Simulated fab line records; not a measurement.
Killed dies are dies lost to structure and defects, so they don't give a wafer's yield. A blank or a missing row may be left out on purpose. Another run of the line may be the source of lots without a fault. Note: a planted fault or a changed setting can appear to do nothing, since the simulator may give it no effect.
fab line records -- flow ritCmos -- part 1 of 2: steps 1 to 27 of 28
record: lots: 5, wafers: 23
route steps=202 shown ACTIVE@7 NWELL@29 PWELL@40 GATE@84 NLDD@104 SPACER@130 PSD@150 CONTACT@175 M1@202
startH: the number of hours between the record's first day and the start of the first shown wafer of the lot -- waitH: how many hours have passed since the lot's step before this one -- " the same as in the row above -- L1.1+2: several wafers, shown together as one row -- - either no value or no given start -- * or withheld: withheld -- < > ~ a bound
route shown NAME@n: a module of which the file shows steps, and the number in the route of the first -- usual: the fault-free wafers' mean and standard deviation -- same: alike in all rows -- chamber/n: place in a boat -- sites: each site's reading -- _std_site: the standard deviation of these -- _edge_site: the outer-site mean with the inner-site mean subtracted -- radiusMm: how far each site lies from the wafer's centre -- mask NAME#n: copy n -- behind: tool/chamber where the wafer was last shaped -- hold: why the lot went on hold/how many hours it stayed there/how the hold came to an end -- device: names the non-switching transistor (n, p or np) -- end of line: the same wafers' tests at the end of the route -- step lacking rows: just its recipe -- killed: count of dies lost to structure and defects at first sort (not the wafer's yield) -- map: shows each die of a wafer: x if killed, . if not, _ if none is there
set.NAME: the setting as run; set.NAME@STEP: as run at that earlier step -- model.NAME: the simulator's own value behind a step, which no gauge read
lots whose settings were changed on purpose; a table a step, a row a wafer
== steps ==
step: RIT_ACTIVE_COAT_06
recipe: resist: NOVOLAK, spinRpm: 3250, resistThkNm: 1000
lot.wafer,tool,chamber,startH,waitH,set.resistThkNm,model.NOVOLAK_of_ACTIVE_COAT_06.thkNm
L074.1,lithoTrack-01,0,13.74,0.1,1000,996.2
L074.2,lithoTrack-01,0,13.74,0.1,1000,995
L074.3,lithoTrack-01,0,13.74,0.1,1000,999.9
L074.5,lithoTrack-01,0,13.74,0.1,1000,999.2
L074.6,lithoTrack-01,0,13.74,0.1,1000,998.7
L075.1,lithoTrack-01,0,20.57,0.1,1000,994.2
L075.2,lithoTrack-01,0,20.57,0.1,943.2,937.2
L075.4,lithoTrack-01,0,20.57,0.1,1000,995.1
L075.5,lithoTrack-01,0,20.57,0.1,943.2,937.6
L075.6,lithoTrack-01,0,20.57,0.1,1000,994.8
L076.2,lithoTrack-01,0,24.60,0.1,1000,995.3
L076.3,lithoTrack-01,0,24.60,0.1,1000,992
L076.4,lithoTrack-01,0,24.60,0.1,1000,993
L076.5,lithoTrack-01,0,24.60,0.1,1000,991.8
L076.6,lithoTrack-01,0,24.60,0.1,1000,996.9
L080.1,lithoTrack-01,0,46.55,0.1,1000,994.6
L080.3,lithoTrack-01,0,46.55,0.1,1000,996
L080.4,lithoTrack-01,0,46.55,0.1,1039,1034
L080.5,lithoTrack-01,0,46.55,0.1,1000,997.1
L080.6,lithoTrack-01,0,46.55,0.1,1039,1037
L081.2,lithoTrack-03,0,50.15,0.1,1000,997
L081.3,lithoTrack-03,0,50.15,0.1,1000,997.5
L081.5,lithoTrack-03,0,50.15,0.1,1000,994.3
step: RIT_ACTIVE_DEVELOP_10
recipe: resist: NOVOLAK, developTimeS: 50, devTempC: 23
lot.wafer,tool,chamber,startH,waitH,set.developTimeS
L074.1+2+3+5+6,lithoTrack-04,0,-,-,50
L075.1+4,lithoTrack-03,0,-,-,54.75
L075.2+5+6,lithoTrack-03,0,-,-,50
L076.2+6,lithoTrack-03,0,-,-,50
L076.3+4+5,lithoTrack-03,0,-,-,43.26
L080.1+5,lithoTrack-03,0,-,-,50
L080.3+4+6,lithoTrack-03,0,-,-,53.89
L081.2+3+5,lithoTrack-01,0,-,-,50
step: RIT_ACTIVE_HARDBAKE_12
recipe: resist: NOVOLAK, tempC: 140, timeS: 60
lot.wafer,tool,chamber,startH,waitH,set.resistThkNm@ACTIVE_COAT_06,model.NOVOLAK_of_ACTIVE_COAT_06.thkNm
L074.1,lithoTrack-04,0,14.68,0.1,1000,880.4
L074.2,lithoTrack-04,0,14.68,0.1,1000,879.4
L074.3,lithoTrack-04,0,14.68,0.1,1000,883.6
L074.5,lithoTrack-04,0,14.68,0.1,1000,883.1
L074.6,lithoTrack-04,0,14.68,0.1,1000,882.7
L075.1,lithoTrack-01,0,21.39,0.1,1000,878.6
L075.2,lithoTrack-01,0,21.39,0.1,943.2,828.9
L075.4,lithoTrack-01,0,21.39,0.1,1000,879.4
L075.5,lithoTrack-01,0,21.39,0.1,943.2,829.1
L075.6,lithoTrack-01,0,21.39,0.1,1000,879.3
L076.2,lithoTrack-04,0,25.54,0.1,1000,879.6
L076.3,lithoTrack-04,0,25.54,0.1,1000,876.8
L076.4,lithoTrack-04,0,25.54,0.1,1000,877.7
L076.5,lithoTrack-04,0,25.54,0.1,1000,876.6
L076.6,lithoTrack-04,0,25.54,0.1,1000,881
L080.1,lithoTrack-01,0,47.64,0.1,1000,879.1
L080.3,lithoTrack-01,0,47.64,0.1,1000,880.2
L080.4,lithoTrack-01,0,47.64,0.1,1039,913.7
L080.5,lithoTrack-01,0,47.64,0.1,1000,881.3
L080.6,lithoTrack-01,0,47.64,0.1,1039,915.7
L081.2,lithoTrack-03,0,51.01,0.1,1000,881.2
L081.3,lithoTrack-03,0,51.01,0.1,1000,881.6
L081.5,lithoTrack-03,0,51.01,0.1,1000,878.8
step: RIT_ACTIVE_ETCH_13
recipe: stopOn: SiO2, chemistry: SF6, target: Si3N4, timeS: 210, overEtchFrac: 0.4, SF6_flow_sccm: 200, pressureMtorr: 260, rfW: 125, targetDepthA: 2100
lot.wafer,tool,chamber,startH,waitH,set.resistThkNm@ACTIVE_COAT_06,set.developTimeS@ACTIVE_DEVELOP_10,model.NOVOLAK_of_ACTIVE_COAT_06.thkNm,model.ACTIVE.cdNm
L074.1,rieDiel-04,3,14.83,0.1,1000,50,648.5,1398
L074.2,rieDiel-04,1,14.83,0.1,1000,50,649.3,1398
L074.3,rieDiel-04,2,14.83,0.1,1000,50,665.9,1399
L074.5,rieDiel-04,2,14.83,0.1,1000,50,666.9,1402
L074.6,rieDiel-04,1,14.83,0.1,1000,50,653.7,1399
L075.1,rieDiel-03,1,21.54,0.1,1000,54.75,651.3,1392
L075.2,rieDiel-03,2,21.54,0.1,943.2,50,603.7,1397
L075.4,rieDiel-03,3,21.54,0.1,1000,54.75,654.6,1395
L075.5,rieDiel-03,0,21.54,0.1,943.2,50,592.5,1396
L075.6,rieDiel-03,1,21.54,0.1,1000,50,651.1,1405
L076.2,rieDiel-01,0,25.67,0.1,1000,50,646.2,1399
L076.3,rieDiel-01,3,25.67,0.1,1000,43.26,650.8,1412
L076.4,rieDiel-01,2,25.67,0.1,1000,43.26,649.5,1415
L076.5,rieDiel-01,0,25.67,0.1,1000,43.26,643.5,1414
L076.6,rieDiel-01,1,25.67,0.1,1000,50,656.5,1399
L080.1,rieDiel-04,2,47.79,0.1,1000,50,661.7,1397
L080.3,rieDiel-04,3,47.79,0.1,1000,53.89,645.9,1390
L080.4,rieDiel-04,1,47.79,0.1,1039,53.89,684.9,1393
L080.5,rieDiel-04,0,47.79,0.1,1000,50,646.4,1398
L080.6,rieDiel-04,1,47.79,0.1,1039,53.89,686.5,1396
L081.2,rieDiel-03,0,51.13,0.1,1000,50,646.4,1400
L081.3,rieDiel-03,2,51.13,0.1,1000,50,656.8,1399
L081.5,rieDiel-03,2,51.13,0.1,1000,50,656,1397
step: RIT_NWELL_COAT_01
recipe: resist: NOVOLAK, spinRpm: 2000, resistThkNm: 1300
lot.wafer,tool,chamber,startH,waitH,set.resistThkNm,model.NOVOLAK_of_NWELL_COAT_01.thkNm
L074.1,lithoTrack-02,0,21.40,0.1,1300,1297
L074.2+3+6,lithoTrack-02,0,21.40,0.1,1300,1296
L074.5,lithoTrack-02,0,21.40,0.1,1300,1294
L075.1+4,lithoTrack-04,0,26.32,0.1,1343,1347
L075.2,lithoTrack-04,0,26.32,0.1,1343,1350
L075.5,lithoTrack-04,0,26.32,0.1,1300,1304
L075.6,lithoTrack-04,0,26.32,0.1,1300,1300
L076.2,lithoTrack-02,0,35.30,0.1,1249,1246
L076.3,lithoTrack-02,0,35.30,0.1,1300,1298
L076.4+6,lithoTrack-02,0,35.30,0.1,1300,1300
L076.5,lithoTrack-02,0,35.30,0.1,1249,1250
L080.1+5+6,lithoTrack-04,0,53.45,0.1,1300,1298
L080.3,lithoTrack-04,0,53.45,0.1,1353,1355
L080.4,lithoTrack-04,0,53.45,0.1,1353,1354
L081.2,lithoTrack-03,0,56.09,0.1,1300,1296
L081.3+5,lithoTrack-03,0,56.09,0.1,1300,1298
step: RIT_NWELL_SOFTBAKE_02
recipe: resist: NOVOLAK, tempC: 90, timeS: 60
lot.wafer,tool,chamber,startH,waitH,set.timeS
L074.1+3+6,lithoTrack-02,0,21.55,0.1,64.59
L074.2+5,lithoTrack-02,0,21.55,0.1,60
L075.1+2+4+5+6,lithoTrack-04,0,26.47,0.1,60
L076.2+3+4+5+6,lithoTrack-02,0,35.45,0.1,60
L080.1+4+6,lithoTrack-04,0,53.60,0.1,65.91
L080.3+5,lithoTrack-04,0,53.60,0.1,60
L081.2+3+5,lithoTrack-03,0,56.24,0.1,60
step: RIT_NWELL_EXPOSE_03
recipe: maskId: M2, na: 0.57, targetCdNm: 43900, doseMj: 250
step: RIT_NWELL_PEB_04
recipe: resist: NOVOLAK, tempC: withheld, timeS: withheld
step: RIT_NWELL_DEVELOP_05
recipe: resist: NOVOLAK, developTimeS: 68, devTempC: 23
step: RIT_NWELL_HARDBAKE_07
recipe: resist: NOVOLAK, tempC: 140.5, timeS: 120
lot.wafer,tool,chamber,startH,waitH,set.resistThkNm@NWELL_COAT_01,model.NOVOLAK_of_NWELL_COAT_01.thkNm
L074.1+2+6,lithoTrack-02,0,22.29,0.0,1300,1133
L074.3,lithoTrack-02,0,22.29,0.0,1300,1132
L074.5,lithoTrack-02,0,22.29,0.0,1300,1131
L075.1+4,lithoTrack-03,0,27.09,0.0,1343,1176
L075.2,lithoTrack-03,0,27.09,0.0,1343,1180
L075.5,lithoTrack-03,0,27.09,0.0,1300,1139
L075.6,lithoTrack-03,0,27.09,0.0,1300,1136
L076.2,lithoTrack-02,0,36.09,0.1,1249,1089
L076.3,lithoTrack-02,0,36.09,0.1,1300,1135
L076.4+6,lithoTrack-02,0,36.09,0.1,1300,1136
L076.5,lithoTrack-02,0,36.09,0.1,1249,1093
L080.1+6,lithoTrack-03,0,54.50,0.0,1300,1134
L080.3,lithoTrack-03,0,54.50,0.0,1353,1183
L080.4,lithoTrack-03,0,54.50,0.0,1353,1182
L080.5,lithoTrack-03,0,54.50,0.0,1300,1135
L081.2,lithoTrack-02,0,57.00,0.1,1300,1133
L081.3+5,lithoTrack-02,0,57.00,0.1,1300,1134
step: RIT_PWELL_COAT_01
recipe: resist: NOVOLAK, spinRpm: 2000, resistThkNm: 1300
lot.wafer,tool,chamber,startH,waitH,set.resistThkNm,model.NOVOLAK_of_PWELL_COAT_01.thkNm
L074.1,lithoTrack-04,0,23.15,0.1,1300,1306
L074.2+3,lithoTrack-04,0,23.15,0.1,1300,1303
L074.5+6,lithoTrack-04,0,23.15,0.1,1300,1302
L075.1,lithoTrack-04,0,27.87,0.1,1251,1246
L075.2,lithoTrack-04,0,27.87,0.1,1300,1296
L075.4+5,lithoTrack-04,0,27.87,0.1,1300,1300
L075.6,lithoTrack-04,0,27.87,0.1,1251,1252
L076.2,lithoTrack-04,0,36.88,0.1,1369,1361
L076.3,lithoTrack-04,0,36.88,0.1,1300,1297
L076.4,lithoTrack-04,0,36.88,0.1,1369,1359
L076.5,lithoTrack-04,0,36.88,0.1,1300,1295
L076.6,lithoTrack-04,0,36.88,0.1,1300,1296
L080.1,lithoTrack-01,0,55.29,0.1,1300,1295
L080.3,lithoTrack-01,0,55.29,0.1,1248,1248
L080.4,lithoTrack-01,0,55.29,0.1,1300,1298
L080.5,lithoTrack-01,0,55.29,0.1,1300,1297
L080.6,lithoTrack-01,0,55.29,0.1,1248,1243
L081.2+5,lithoTrack-02,0,57.76,0.1,1300,1303
L081.3,lithoTrack-02,0,57.76,0.1,1300,1302
step: RIT_PWELL_SOFTBAKE_02
recipe: resist: NOVOLAK, tempC: 90, timeS: 60
step: RIT_PWELL_EXPOSE_03
recipe: maskId: M3, na: 0.57, targetCdNm: 43700, doseMj: 250
step: RIT_PWELL_DEVELOP_05
recipe: resist: NOVOLAK, developTimeS: 68, devTempC: 23
step: RIT_PWELL_HARDBAKE_07
recipe: resist: NOVOLAK, tempC: 140, timeS: 120
lot.wafer,tool,chamber,startH,waitH,set.resistThkNm@PWELL_COAT_01,model.NOVOLAK_of_PWELL_COAT_01.thkNm
L074.1,lithoTrack-02,0,23.91,0.0,1300,1142
L074.2+5+6,lithoTrack-02,0,23.91,0.0,1300,1139
L074.3,lithoTrack-02,0,23.91,0.0,1300,1140
L075.1,lithoTrack-02,0,28.77,0.0,1251,1091
L075.2,lithoTrack-02,0,28.77,0.0,1300,1134
L075.4+5,lithoTrack-02,0,28.77,0.0,1300,1137
L075.6,lithoTrack-02,0,28.77,0.0,1251,1096
L076.2,lithoTrack-02,0,37.97,0.2,1369,1189
L076.3,lithoTrack-02,0,37.97,0.2,1300,1134
L076.4,lithoTrack-02,0,37.97,0.2,1369,1188
L076.5+6,lithoTrack-02,0,37.97,0.2,1300,1133
L080.1,lithoTrack-04,0,56.05,0.0,1300,1133
L080.3,lithoTrack-04,0,56.05,0.0,1248,1092
L080.4,lithoTrack-04,0,56.05,0.0,1300,1135
L080.5,lithoTrack-04,0,56.05,0.0,1300,1134
L080.6,lithoTrack-04,0,56.05,0.0,1248,1088
L081.2,lithoTrack-02,0,58.55,0.1,1300,1140
L081.3,lithoTrack-02,0,58.55,0.1,1300,1138
L081.5,lithoTrack-02,0,58.55,0.1,1300,1139
step: RIT_GATE_CVD_08
recipe: material: poly-Si, targetThkNm: 250, tempC: 610, precursor: SiH4, timeS: 2220, pressureMtorr: 300, sih4FlowSccm: 100
lot.wafer,tool,chamber,startH,waitH,set.pressureMtorr,model.poly-Si_of_GATE_CVD_08.thkNm
L074.1,-,-,-,0.9,300,252.1
L074.2,-,-,-,0.9,300,249.7
L074.3,-,-,-,0.9,300,251.6
L074.5,-,-,-,0.9,300,251.2
L074.6,-,-,-,0.9,300,250.9
L075.1,-,-,-,0.1,300,252
L075.2,-,-,-,0.1,300,251.1
L075.4,-,-,-,0.1,300,253.6
L075.5,-,-,-,0.1,300,250.8
L075.6,-,-,-,0.1,300,254
L076.2,-,-,-,0.0,267.8,232.3
L076.3,-,-,-,0.0,267.8,231.2
L076.4,-,-,-,0.0,267.8,233.7
L076.5,-,-,-,0.0,267.8,230.3
L076.6,-,-,-,0.0,267.8,231.4
L080.1,-,-,-,0.1,329.8,261.5
L080.3,-,-,-,0.1,329.8,260.2
L080.4,-,-,-,0.1,329.8,260.5
L080.5,-,-,-,0.1,329.8,258.8
L080.6,-,-,-,0.1,329.8,259.6
L081.2,lpcvd-02,0,70.27,0.3,300,247.1
L081.3,lpcvd-02,0,70.27,0.3,300,250.9
L081.5,lpcvd-02,0,70.27,0.3,300,251.5
step: RIT_GATE_THK_MEAS_09
recipe: reads: poly-Si_of_GATE_CVD_08
usual: GATE_POLY_THK: 249.7/2.5
lot.wafer,tool,chamber,startH,waitH,set.pressureMtorr@GATE_CVD_08,GATE_POLY_THK[nm]
L074.1,filmMetro-04,-,-,-,300,252.0
L074.2,filmMetro-04,-,-,-,300,249.8
L074.3,filmMetro-04,-,-,-,300,251.6
L074.5,filmMetro-04,-,-,-,300,251.1
L074.6,filmMetro-04,-,-,-,300,250.7
L075.1,filmMetro-03,-,-,-,300,252.0
L075.2,filmMetro-03,-,-,-,300,251.2
L075.4,filmMetro-03,-,-,-,300,253.7
L075.5,filmMetro-03,-,-,-,300,250.9
L075.6,filmMetro-03,-,-,-,300,254.2
L076.2,filmMetro-04,-,-,-,267.8,232.2
L076.3,filmMetro-04,-,-,-,267.8,231.3
L076.4,filmMetro-04,-,-,-,267.8,233.7
L076.5,filmMetro-04,-,-,-,267.8,230.2
L076.6,filmMetro-04,-,-,-,267.8,231.4
L080.1,filmMetro-02,-,-,-,329.8,261.4
L080.3,filmMetro-02,-,-,-,329.8,260.2
L080.4,filmMetro-02,-,-,-,329.8,260.7
L080.5,filmMetro-02,-,-,-,329.8,258.8
L080.6,filmMetro-02,-,-,-,329.8,259.7
L081.2,filmMetro-02,-,71.89,0.0,300,247.0
L081.3,filmMetro-02,-,71.89,0.0,300,250.6
L081.5,filmMetro-02,-,71.89,0.0,300,251.4
step: RIT_GATE_DEVELOP_15
recipe: resist: NOVOLAK, developTimeS: 50, devTempC: 23
lot.wafer,tool,chamber,startH,waitH,set.devTempC
L074.1+3,lithoTrack-04,0,-,-,23
L074.2+5+6,lithoTrack-04,0,-,-,26.66
L075.1+2+4+5+6,lithoTrack-04,0,-,-,23
L076.2+4+5,lithoTrack-02,0,-,-,19.26
L076.3+6,lithoTrack-02,0,-,-,23
L080.1+5,lithoTrack-02,0,-,-,24.91
L080.3+4+6,lithoTrack-02,0,-,-,23
L081.2+3+5,lithoTrack-04,0,-,-,23
step: RIT_NLDD_COAT_01
recipe: resist: NOVOLAK, spinRpm: 3250, resistThkNm: 1000
lot.wafer,tool,chamber,startH,waitH,set.resistThkNm,model.NOVOLAK_of_NLDD_COAT_01.thkNm
L074.1,lithoTrack-01,0,43.08,0.1,948.1,945.4
L074.2,lithoTrack-01,0,43.08,0.1,1000,998.3
L074.3,lithoTrack-01,0,43.08,0.1,948.1,944.4
L074.5,lithoTrack-01,0,43.08,0.1,1000,994.1
L074.6,lithoTrack-01,0,43.08,0.1,948.1,947.4
L075.1,lithoTrack-01,0,51.33,0.1,1000,999.2
L075.2,lithoTrack-01,0,51.33,0.1,973.4,972.4
L075.4,lithoTrack-01,0,51.33,0.1,973.4,974.6
L075.5,lithoTrack-01,0,51.33,0.1,973.4,976.6
L075.6,lithoTrack-01,0,51.33,0.1,1000,1003
L076.2+6,lithoTrack-02,0,56.62,0.1,1038,1037
L076.3,lithoTrack-02,0,56.62,0.1,1038,1030
L076.4,lithoTrack-02,0,56.62,0.1,1000,995.8
L076.5,lithoTrack-02,0,56.62,0.1,1000,997.8
L080.1,lithoTrack-02,0,75.14,0.1,1000,998.9
L080.3,lithoTrack-02,0,75.14,0.1,1000,998.3
L080.4,lithoTrack-02,0,75.14,0.1,1000,999.2
L080.5,lithoTrack-02,0,75.14,0.1,1000,999.1
L080.6,lithoTrack-02,0,75.14,0.1,1000,1000
L081.2,lithoTrack-02,0,78.79,0.1,1000,1005
L081.3,lithoTrack-02,0,78.79,0.1,1000,1002
L081.5,lithoTrack-02,0,78.79,0.1,1000,1004
step: RIT_NLDD_SOFTBAKE_02
recipe: resist: NOVOLAK, tempC: 90, timeS: 60
step: RIT_NLDD_EXPOSE_03
recipe: maskId: M7, na: 0.57, targetCdNm: 40700, doseMj: 250
step: RIT_NLDD_DEVELOP_05
recipe: resist: NOVOLAK, developTimeS: 50, devTempC: 23
step: RIT_NLDD_HARDBAKE_07
recipe: resist: NOVOLAK, tempC: 140, timeS: 60
lot.wafer,tool,chamber,startH,waitH,set.resistThkNm@NLDD_COAT_01,model.NOVOLAK_of_NLDD_COAT_01.thkNm
L074.1,lithoTrack-01,0,43.94,0.0,948.1,836
L074.2,lithoTrack-01,0,43.94,0.0,1000,882.3
L074.3,lithoTrack-01,0,43.94,0.0,948.1,835.2
L074.5,lithoTrack-01,0,43.94,0.0,1000,878.6
L074.6,lithoTrack-01,0,43.94,0.0,948.1,837.7
L075.1,lithoTrack-01,0,52.19,0.0,1000,883
L075.2,lithoTrack-01,0,52.19,0.0,973.4,859.6
L075.4,lithoTrack-01,0,52.19,0.0,973.4,861.6
L075.5,lithoTrack-01,0,52.19,0.0,973.4,863.2
L075.6,lithoTrack-01,0,52.19,0.0,1000,886.5
L076.2,lithoTrack-04,0,57.48,0.0,1038,915.9
L076.3,lithoTrack-04,0,57.48,0.0,1038,910.3
L076.4,lithoTrack-04,0,57.48,0.0,1000,880.1
L076.5,lithoTrack-04,0,57.48,0.0,1000,881.9
L076.6,lithoTrack-04,0,57.48,0.0,1038,916.5
L080.1,lithoTrack-02,0,75.88,0.0,1000,882.8
L080.3,lithoTrack-02,0,75.88,0.0,1000,882.2
L080.4,lithoTrack-02,0,75.88,0.0,1000,883
L080.5,lithoTrack-02,0,75.88,0.0,1000,882.9
L080.6,lithoTrack-02,0,75.88,0.0,1000,884
L081.2,lithoTrack-01,0,79.65,0.0,1000,888.5
L081.3,lithoTrack-01,0,79.65,0.0,1000,885.4
L081.5,lithoTrack-01,0,79.65,0.0,1000,887
step: RIT_SPACER_ETCHBACK_05
recipe: targetDepthA: 2500, SF6_flow_sccm: 30, CHF3_flow_sccm: 30, target: Si3N4, chemistry: SF6/CHF3, pressureMtorr: 40, rfW: 250, timeS: 240, stopOn: SiO2
lot.wafer,tool,chamber,startH,waitH,set.timeS,model.Si3N4_of_SPACER_CVD_03.thkNm,model.poly-Si_of_GATE_CVD_08.thkNm
L074.1,rieDiel-02,1,48.56,0.1,240,199.4,170.4
L074.2,rieDiel-02,2,48.56,0.1,240,195.2,166
L074.3,rieDiel-02,3,48.56,0.1,240,198.6,169.9
L074.5,rieDiel-02,3,48.56,0.1,209.9,204.7,177.3
L074.6,rieDiel-02,0,48.56,0.1,209.9,203.4,175.5
L075.1,rieDiel-03,3,56.67,0.1,269.7,188.6,163.9
L075.2,rieDiel-03,2,56.67,0.1,269.7,190.2,161.8
L075.4,rieDiel-03,0,56.67,0.1,240,192.9,169.9
L075.5,rieDiel-03,2,56.67,0.1,240,197.6,169.2
L075.6,rieDiel-03,1,56.67,0.1,269.7,188.4,163.5
L076.2,rieDiel-02,3,61.76,0.0,240,198.7,151.7
L076.3,rieDiel-02,2,61.76,0.0,240,195.9,148.8
L076.4,rieDiel-02,0,61.76,0.0,240,196.2,150.9
L076.5,rieDiel-02,0,61.76,0.0,240,195.3,147.1
L076.6,rieDiel-02,3,61.76,0.0,240,198,150.5
L080.1,rieDiel-03,3,80.26,0.1,240,198.6,179.6
L080.3,rieDiel-03,1,80.26,0.1,240,195.5,178.3
L080.4,rieDiel-03,2,80.26,0.1,210.8,204.1,187.3
L080.5,rieDiel-03,2,80.26,0.1,210.8,205.2,185.3
L080.6,rieDiel-03,3,80.26,0.1,240,198.4,178.3
L081.2,rieDiel-01,3,84.28,0.0,240,193.9,165.2
L081.3,rieDiel-01,0,84.28,0.0,240,190.5,166.4
L081.5,rieDiel-01,1,84.28,0.0,240,194.6,170
step: RIT_PSD_IMPLANT_08
recipe: species: BF2, energyKev: 27, doseCm2: 5e+15, tiltDeg: 7
lot.wafer,tool,chamber,startH,waitH,set.tiltDeg
L074.1+3+5,implanter-04,0,51.35,0.1,7.378
L074.2+6,implanter-04,0,51.35,0.1,7
L075.1+2+4+5+6,implanter-04,0,59.30,0.1,7
L076.2+4+5,implanter-04,0,64.64,0.1,7
L076.3+6,implanter-04,0,64.64,0.1,6.268
L080.1+3+4+5+6,implanter-01,0,82.99,0.1,7
L081.2+3+5,implanter-03,0,87.09,0.1,7
step: RIT_CONTACT_DEVELOP_07
recipe: resist: NOVOLAK, developTimeS: 120, devTempC: 23
lot.wafer,tool,chamber,startH,waitH,set.developTimeS
L074.1+3,lithoTrack-01,0,-,-,120
L074.2+5+6,lithoTrack-01,0,-,-,105.4
L075.1+5,lithoTrack-02,0,-,-,120
L075.2+4+6,lithoTrack-02,0,-,-,132.3
L076.2+3,lithoTrack-01,0,-,-,120
L076.4+5+6,lithoTrack-01,0,-,-,134
L080.1+3,lithoTrack-01,0,-,-,120
L080.4+5+6,lithoTrack-01,0,-,-,115.1
L081.2+3+5,lithoTrack-01,0,-,-,120
step: RIT_CONTACT_CD_MEAS_08
recipe: targetCdNm: 1000
usual: cdNm: 999.9/2.5
lot.wafer,tool,chamber,startH,waitH,set.developTimeS@CONTACT_DEVELOP_07,cdNm
L074.1,cdSem-02,-,54.34,-,120,1000.2
L074.2,cdSem-02,-,54.34,-,105.4,991.1
L074.3,cdSem-02,-,54.34,-,120,1001.5
L074.5,cdSem-02,-,54.34,-,105.4,988.6
L074.6,cdSem-02,-,54.34,-,105.4,988.9
L075.1,cdSem-02,-,62.36,-,120,995.4
L075.2,cdSem-02,-,62.36,-,132.3,1004.7
L075.4,cdSem-02,-,62.36,-,132.3,1002.9
L075.5,cdSem-02,-,62.36,-,120,996.2
L075.6,cdSem-02,-,62.36,-,132.3,1004.3
L076.2,cdSem-01,-,67.90,-,120,1002.9
L076.3,cdSem-01,-,67.90,-,120,1002.6
L076.4,cdSem-01,-,67.90,-,134,1011.2
L076.5,cdSem-01,-,67.90,-,134,1013.1
L076.6,cdSem-01,-,67.90,-,134,1013.3
L080.1,cdSem-02,-,85.89,-,120,1000.7
L080.3,cdSem-02,-,85.89,-,120,1001.2
L080.4,cdSem-02,-,85.89,-,115.1,997.7
L080.5,cdSem-02,-,85.89,-,115.1,997.8
L080.6,cdSem-02,-,85.89,-,115.1,997.6
L081.2,cdSem-01,-,90.32,-,120,996.5
L081.3,cdSem-01,-,90.32,-,120,997.4
L081.5,cdSem-01,-,90.32,-,120,995.8
== key ==
split: step: RIT_ACTIVE_COAT_06, setting: resistThkNm, stated: 1000, by: wafer
response: step: RIT_ACTIVE_COAT_06, reading: model.NOVOLAK_of_ACTIVE_COAT_06.thkNm, change: +10.1, per: 1%, r: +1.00
response: step: RIT_ACTIVE_HARDBAKE_12, reading: model.NOVOLAK_of_ACTIVE_COAT_06.thkNm, change: +8.83, per: 1%, r: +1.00
response: step: RIT_ACTIVE_ETCH_13, reading: model.NOVOLAK_of_ACTIVE_COAT_06.thkNm, change: +9.32, per: 1%, r: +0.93
split: step: RIT_ACTIVE_DEVELOP_10, setting: developTimeS, stated: 50, by: wafer
response: step: RIT_ACTIVE_ETCH_13, reading: model.ACTIVE.cdNm, change: -0.862, per: 1%, r: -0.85
split: step: RIT_NWELL_COAT_01, setting: resistThkNm, stated: 1300, by: wafer
response: step: RIT_NWELL_COAT_01, reading: model.NOVOLAK_of_NWELL_COAT_01.thkNm, change: +13.6, per: 1%, r: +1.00
response: step: RIT_NWELL_HARDBAKE_07, reading: model.NOVOLAK_of_NWELL_COAT_01.thkNm, change: +11.7, per: 1%, r: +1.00
split: step: RIT_NWELL_SOFTBAKE_02, setting: timeS, stated: 60, by: wafer
response none clear
split: step: RIT_PWELL_COAT_01, setting: resistThkNm, stated: 1300, by: wafer
response: step: RIT_PWELL_COAT_01, reading: model.NOVOLAK_of_PWELL_COAT_01.thkNm, change: +12.5, per: 1%, r: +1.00
response: step: RIT_PWELL_HARDBAKE_07, reading: model.NOVOLAK_of_PWELL_COAT_01.thkNm, change: +10.8, per: 1%, r: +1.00
split: step: RIT_GATE_CVD_08, setting: pressureMtorr, stated: 300, by: lot
response: step: RIT_GATE_CVD_08, reading: model.poly-Si_of_GATE_CVD_08.thkNm, change: +1.38, per: 1%, r: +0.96
response: step: RIT_GATE_THK_MEAS_09, reading: GATE_POLY_THK, change: +1.38, per: 1%, r: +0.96
split: step: RIT_GATE_DEVELOP_15, setting: devTempC, stated: 23, by: wafer
response: step: RIT_M1_PROBE_99, reading: model.etest.pmos_0p3.rOnOhmUm, change: +35.1, per: 1%, r: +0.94
response: step: RIT_M1_PROBE_99, reading: model.etest.pmosTurned.rOnOhmUm, change: +33.7, per: 1%, r: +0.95
response: step: RIT_M1_PROBE_99, reading: model.etest.pmos_0p15.rOnOhmUm, change: +35, per: 1%, r: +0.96
response: step: RIT_M1_PROBE_99, reading: model.etest.ppolyLine.lineOhmUm, change: -3, per: 1%, r: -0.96
response: step: RIT_M1_PROBE_99, reading: model.etest.npolyLine.lineOhmUm, change: -3.11, per: 1%, r: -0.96
split: step: RIT_NLDD_COAT_01, setting: resistThkNm, stated: 1000, by: wafer
response: step: RIT_NLDD_COAT_01, reading: model.NOVOLAK_of_NLDD_COAT_01.thkNm, change: +9.85, per: 1%, r: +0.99
response: step: RIT_NLDD_HARDBAKE_07, reading: model.NOVOLAK_of_NLDD_COAT_01.thkNm, change: +8.62, per: 1%, r: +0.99
split: step: RIT_SPACER_ETCHBACK_05, setting: timeS, stated: 240, by: wafer
response: step: RIT_SPACER_ETCHBACK_05, reading: model.Si3N4_of_SPACER_CVD_03.thkNm, change: -0.529, per: 1%, r: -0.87
response: step: RIT_SPACER_ETCHBACK_05, reading: model.poly-Si_of_GATE_CVD_08.thkNm, change: -0.584, per: 1%, r: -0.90
split: step: RIT_PSD_IMPLANT_08, setting: tiltDeg, stated: 7, by: wafer
response: step: RIT_M1_PROBE_99, reading: model.etest.ppolyLine.lineOhmUm, change: +5.91, per: 1%, r: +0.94
response: step: RIT_M1_PROBE_99, reading: model.etest.npolyLine.lineOhmUm, change: +6.2, per: 1%, r: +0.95
split: step: RIT_CONTACT_DEVELOP_07, setting: developTimeS, stated: 120, by: wafer
response: step: RIT_CONTACT_CD_MEAS_08, reading: cdNm, change: +0.858, per: 1%, r: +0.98
